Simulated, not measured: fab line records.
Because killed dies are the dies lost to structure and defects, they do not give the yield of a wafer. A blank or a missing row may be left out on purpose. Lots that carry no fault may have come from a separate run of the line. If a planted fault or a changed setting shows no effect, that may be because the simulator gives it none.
Which tool is to blame? | flow berkeley-cmos170 | 7 lots with 21 wafers sampled at 3 steps, on a route of 331 steps

WHAT EACH GAUGE READ, for each wafer
UCB170_ACTIVE_OVL_MEAS_14.
lot  | measured    | on         | ACTIVE_OVL (nm)
L996 | day 4 12:48 | overlay-02 | 3 6 5
L104 | day 5 22:16 | overlay-01 | -158 -153 -147 -155 -153 -148
L105 | day 6 08:16 | overlay-01 | -155 -155 -150 -157 -153 -150
L108 | day 7 12:46 | overlay-01 | 7 6 5
L109 | day 7 13:22 | overlay-02 | 8 0 1
L112 | day 7 15:31 | overlay-01 | 0 0 -3
L115 | day 8 09:23 | overlay-01 | 8 10 9

WHICH TOOL RAN EACH LOT (tool, then ch and the chambers of the sampled wafers, then the start)
lot  | UCB170_NWELL_STRIP_15               | UCB170_ACTIVE_EXPOSE_10
L996 | plasma-asher-03 ch 0,1, day 2 15:03 | krf-scanner-01 ch 0, day 4 12:12
L104 | plasma-asher-01 ch 0,1, day 4 00:35 | krf-scanner-01 ch 0, day 5 21:40
L105 | plasma-asher-02 ch 1, day 4 08:05   | krf-scanner-01 ch 0, day 6 07:25
L108 | plasma-asher-02 ch 0,1, day 5 04:11 | krf-scanner-02 ch 0, day 7 11:08
L109 | plasma-asher-02 ch 0,1, day 5 12:46 | krf-scanner-02 ch 0, day 7 11:20
L112 | plasma-asher-02 ch 1, day 5 20:10   | krf-scanner-02 ch 0, day 7 15:00
L115 | plasma-asher-03 ch 0,1, day 6 14:38 | krf-scanner-02 ch 0, day 8 08:41
- UCB170_NWELL_STRIP_15: strips in O2.
- UCB170_ACTIVE_EXPOSE_10: exposes mask ACTIVE, target cd 1200 nm.

THE ANSWER, worked out from the rows above alone
Rule: usual is defined by the lots themselves. The widest of any qualifying gaps counts: lots, ordered by their means at a reading, are off when they make up no more than a third of the lots, leave a main group of 4 or more, and stand apart from it by 3 or more times the standard deviation of that group's means. A main group whose means are all the same, to the digits that the tables above print for the reading, isn't used. A lot without any number at a reading at which 4 lots or more have one is off too. Where the step has rows for the other lots, those lots are counted as sound.
Off: at UCB170_ACTIVE_OVL_MEAS_14 (ACTIVE_OVL), L104, L105. For the main group the mean is 4 nm and the standard deviation 3.3.
A tool fits if, at a process step before that reading, it ran every lot that is off, and no sound lot after the first of them. Those tools and the gauges at UCB170_ACTIVE_OVL_MEAS_14 are tried in the same way. One fits: UCB170_ACTIVE_EXPOSE_10 on krf-scanner-01. A fault onset in the window from L996 (day 4 12:12, its last sound lot) to L104 (day 5 21:40, its first lot off) fits.

WHAT HAD BEEN PUT IN BY THE SIMULATOR
Scanner matching overlay: krf-scanner-01, from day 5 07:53 on, at UCB170_ACTIVE_EXPOSE_10. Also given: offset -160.
Struck lots among those shown: L104, L105. This agrees with what the rule above found.
